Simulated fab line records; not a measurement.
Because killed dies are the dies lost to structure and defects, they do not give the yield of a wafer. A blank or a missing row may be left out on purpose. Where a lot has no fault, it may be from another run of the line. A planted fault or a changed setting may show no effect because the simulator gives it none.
Which tool is to blame? -- flow rit_cmos -- 14 lots with 42 wafers sampled at 7 steps, on a route of 202 steps

## WHAT THE GAUGES SHOWED, per wafer
RIT_ACTIVE_CD_MEAS_90: target cd 1400 nm. Usual: cd_nm 1399.4 nm, standard deviation 2.5.
lot,measured,on,cd_nm (nm),flag
L573,day 1 20:08,cd_sem-01,1400.4 1398.1 1396.2,
L575,day 2 06:01,cd_sem-02,1398.9 1400.2 1400.8,
L576,day 2 12:15,cd_sem-01,1401.4 1404.0 1403.2,
L577,day 2 17:32,cd_sem-01,1395.4 1396.9 1398.5,
L578,day 2 21:25,cd_sem-01,1397.6 1397.7 1399.6,
L579,day 3 03:11,cd_sem-02,1400.5 1400.5 1398.4,
L580,day 3 07:45,cd_sem-02,1400.3 1400.9 1398.1,
L581,day 3 14:03,cd_sem-01,1398.6 1399.1 1399.3,
L583,day 3 22:10,cd_sem-01,1399.7 1400.1 1399.5,
L584,day 4 03:01,cd_sem-01,1399.8 1401.2 1398.4,
L586,day 4 13:36,cd_sem-02,1396.5 1398.0 1396.8,
L589,day 5 04:46,cd_sem-02,1396.5 1397.0 1397.0,
L591,day 5 14:18,cd_sem-02,1397.5 1397.4 1397.5,
L593,day 6 00:16,cd_sem-02,1396.8 1397.5 1397.6,

RIT_FOX2_THK_MEAS_01. Usual: FOX2_OXIDE_THK typically reads 353 nm, with standard deviation 5.2.
lot,measured,on,FOX2_OXIDE_THK (nm),flag
L573,day 1 23:59,film_metro-04,366 364 358,
L575,day 2 12:16,film_metro-02,350 358 354,
L576,day 2 15:49,film_metro-02,361 358 357,
L577,day 2 22:14,film_metro-03,350 355 351,
L578,day 3 02:22,film_metro-02,346 348 349,
L579,day 3 08:54,film_metro-03,354 352 354,
L580,day 3 15:24,film_metro-03,346 341 348,
L581,day 3 18:28,film_metro-04,348 351 354,
L583,day 4 05:26,film_metro-02,347 351 347,
L584,day 4 09:15,film_metro-03,343 341 341,
L586,day 4 19:17,film_metro-02,287 287 285,OFF
L589,day 5 09:26,film_metro-04,279 281 286,OFF
L591,day 5 18:49,film_metro-03,348 349 355,
L593,day 6 04:34,film_metro-03,356 361 355,

RIT_FOX2_THK_MEAS_90. Usual: FIELD_OXIDE_LEFT_1_THK typically reads 326 nm, with standard deviation 5.3.
lot,measured,on,FIELD_OXIDE_LEFT_1_THK (nm),flag
L573,day 2 00:52,film_metro-04,339 337 330,
L575,day 2 13:13,film_metro-02,323 330 327,
L576,day 2 16:41,film_metro-02,334 330 330,
L577,day 2 23:07,film_metro-02,322 328 323,
L578,day 3 03:15,film_metro-04,319 321 321,
L579,day 3 09:46,film_metro-03,327 324 327,
L580,day 3 16:17,film_metro-03,319 314 320,
L581,day 3 19:20,film_metro-04,321 324 326,
L583,day 4 06:23,film_metro-03,321 324 320,
L584,day 4 10:08,film_metro-04,315 313 313,
L586,day 4 20:10,film_metro-02,259 259 257,OFF
L589,day 5 10:18,film_metro-04,252 254 259,OFF
L591,day 5 19:46,film_metro-04,320 321 327,
L593,day 6 05:40,film_metro-03,328 334 328,

RIT_NWELL_OVL_MEAS_06. Usual: NWELL_OVL typically reads 0.5 nm, with standard deviation 1.4.
lot,measured,on,NWELL_OVL (nm),flag
L573,day 2 01:49,overlay-01,1.9 1.8 0.3,
L575,day 2 14:10,overlay-02,0.7 1.1 1.0,
L576,day 2 17:38,overlay-01,3.5 1.0 1.9,
L577,day 3 00:17,overlay-01,0.1 -0.9 -2.6,
L578,day 3 04:25,overlay-02,1.4 1.3 0.8,
L579,day 3 10:50,overlay-01,0.7 1.1 1.4,
L580,day 3 17:20,overlay-02,0.8 1.2 1.9,
L581,day 3 20:24,overlay-01,-0.8 -1.0 -1.6,
L583,day 4 07:26,overlay-02,1.0 -1.1 0.6,
L584,day 4 11:14,overlay-01,0.5 0.2 -1.2,
L586,day 4 21:14,overlay-01,0.9 1.3 1.4,
L589,day 5 11:22,overlay-02,0.4 -0.5 1.4,
L591,day 5 20:55,overlay-02,-1.3 -0.2 0.1,
L593,day 6 06:37,overlay-01,-2.7 -2.1 -0.9,

RIT_FOX2_THK_MEAS_91. Usual: FIELD_OXIDE_LEFT_2_THK typically reads 258 nm, with standard deviation 5.6.
lot,measured,on,FIELD_OXIDE_LEFT_2_THK (nm),flag
L573,day 2 15:01,film_metro-03,271 269 263,
L575,day 3 03:33,film_metro-03,255 263 259,
L576,day 3 05:02,film_metro-04,266 263 262,
L577,day 3 11:20,film_metro-04,254 259 255,
L578,day 3 18:02,film_metro-03,251 253 253,
L579,day 4 00:42,film_metro-02,259 256 259,
L580,day 4 05:20,film_metro-03,250 246 253,
L581,day 4 10:22,film_metro-03,253 256 258,
L583,day 4 18:58,film_metro-04,252 256 252,
L584,day 5 00:32,film_metro-04,246 245 245,
L586,day 5 09:37,film_metro-03,191 191 189,OFF
L589,day 5 23:26,film_metro-04,186 187 193,OFF
L591,day 6 09:02,film_metro-03,252 253 259,
L593,day 6 18:50,film_metro-03,260 265 259,

RIT_NSD_OVL_MEAS_06. Usual: NSD_OVL typically reads 0.6 nm, with standard deviation 1.2.
lot,measured,on,NSD_OVL (nm),flag
L573,day 3 11:04,overlay-02,0.6 0.5 0.7,
L575,day 3 20:39,overlay-02,2.2 0.8 2.3,
L576,day 3 23:20,overlay-02,1.8 -0.2 -0.1,
L577,day 4 04:35,overlay-01,0.8 2.6 3.1,
L578,day 4 10:44,overlay-02,-0.8 1.4 0.9,
L579,day 4 21:32,overlay-02,2.3 0.4 -0.3,
L580,day 5 00:05,overlay-02,-0.6 -2.1 -1.2,
L581,day 5 02:52,overlay-01,2.2 0.2 0.7,
L583,day 5 13:17,overlay-02,1.3 0.7 1.5,
L584,day 5 16:19,overlay-01,-0.6 1.2 3.4,
L586,day 6 02:10,overlay-02,-1.2 -1.9 -2.1,
L589,day 6 17:02,overlay-01,0.5 1.6 0.4,
L591,day 7 03:49,overlay-01,0.4 -0.9 0.6,
L593,day 7 11:49,overlay-01,-0.9 1.5 0.1,

## WHICH TOOL RAN EACH LOT (tool, then ch and the chambers of the sampled wafers, then the start)
lot,RIT_FOX2_OXIDATION_00
L573,"furnace-03 ch 0, day 1 22:40"
L575,"furnace-03 ch 0, day 2 10:58"
L576,"furnace-03 ch 0, day 2 14:29"
L577,"furnace-03 ch 0, day 2 20:55"
L578,"furnace-01 ch 0, day 3 01:04"
L579,"furnace-01 ch 0, day 3 07:35"
L580,"furnace-03 ch 0, day 3 14:05"
L581,"furnace-01 ch 0, day 3 17:08"
L583,"furnace-03 ch 0, day 4 04:07"
L584,"furnace-04 ch 0, day 4 07:56"
L586,"furnace-03 ch 0, day 4 17:58"
L589,"furnace-03 ch 0, day 5 08:05"
L591,"furnace-04 ch 0, day 5 17:30"
L593,"furnace-01 ch 0, day 6 03:14"
- RIT_FOX2_OXIDATION_00: target thk 350.7 nm, ox time 1130 s.

## WHAT THE TOOLS THEMSELVES READ (means of the sampled wafers that have a number; where no wafer has one, the mark that the record gives instead)
RIT_FOX2_OXIDATION_00. Usual: spike_tc_centre_C 1101.8 C, standard deviation 0.98; spike_tc_load_C 1126 C, standard deviation 3.1; spike_tc_source_C 1125 C, standard deviation 3.4; tube_center_temp_C 1100 C, standard deviation 0.09; tube_center_temp_C_max 1102.9, standard deviation 0.47; zone_power_load_pct 45.4 %, standard deviation 1.8.
lot,tool,spike_tc_centre_C (C),spike_tc_load_C (C),spike_tc_source_C (C),tube_center_temp_C (C),tube_center_temp_C_max,zone_power_load_pct (%),flag
L573,furnace-03,1102.1,1130,1128,1100,1102.5,44.2,
L575,furnace-03,1101.1,1128,1128,1100,1102.6,43.2,
L576,furnace-03,1101.2,1128,1129,1100,1103.0,44.0,
L577,furnace-03,1101.4,1129,1128,1100,1102.8,44.1,
L578,furnace-01,1102.2,1122,1121,1100,1102.9,48.0,
L579,furnace-01,1102.7,1120,1120,1100,1102.5,47.7,
L580,furnace-03,1100.9,1128,1128,1100,1102.5,43.3,
L581,furnace-01,1101.6,1122,1121,1100,1103.0,47.3,
L583,furnace-03,1102.1,1128,1128,1100,1102.7,43.9,
L584,furnace-04,1102.9,1129,1123,1100,1103.2,47.0,
L586,furnace-03,1061.1,1086,1089,1060,1062.6,40.0,OFF
L589,furnace-03,1062.3,1087,1089,1060,1062.5,40.0,OFF
L591,furnace-04,1101.6,1127,1123,1100,1102.9,46.9,
L593,furnace-01,1101.7,1122,1121,1100,1102.9,47.5,

## THE ANSWER, worked out from the rows above alone
Rule: a lot is off if the mean of its wafers that have a number lies more than 3 standard deviations from the usual mean. A lot without any number at a reading at which 4 lots or more have one is off too. Where the step has rows for the other lots, those lots are counted as sound. Order of review: gauges by route order, followed by the tools' own readings, for which a lot's mean as printed above is used. At the first step where some lot is off, the reading lying furthest off is the one used; lots without a number count as furthest.
Off: at RIT_FOX2_THK_MEAS_01 (FOX2_OXIDE_THK), L586, L589.
If a tool, at a process step before that reading, ran all the lots that are off and no sound lot after the first of them, it fits. Not tried: the gauges at RIT_FOX2_THK_MEAS_01; whatever is off there is also off at RIT_FOX2_OXIDATION_00, on other tools, and gauge error can't account for it. One candidate fits, namely furnace-03 at RIT_FOX2_OXIDATION_00. Its last sound lot is L583 (day 4 04:07), its first lot that is off L586 (day 4 17:58): a fault that began between those two fits.
The tool's own readings at RIT_FOX2_OXIDATION_00 bear it out: on the lots that are off they differ by more than 5 times the standard deviation of the sound lots' means. spike_tc_centre_C reads 1061.7 C there against 1101.8 C on the sound lots; spike_tc_load_C reads 1086 C there against 1126 C on the sound lots; spike_tc_source_C reads 1089 C there against 1125 C on the sound lots; tube_center_temp_C reads 1060 C there against 1100 C on the sound lots; tube_center_temp_C_max reads 1062.5 there against 1102.8 on the sound lots.

## WHAT THE SIMULATOR HAD INSERTED
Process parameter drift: furnace-03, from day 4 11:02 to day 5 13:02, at RIT_FOX2_OXIDATION_00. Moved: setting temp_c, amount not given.
Lots struck among those shown: L586, L589. The rule above found the same.
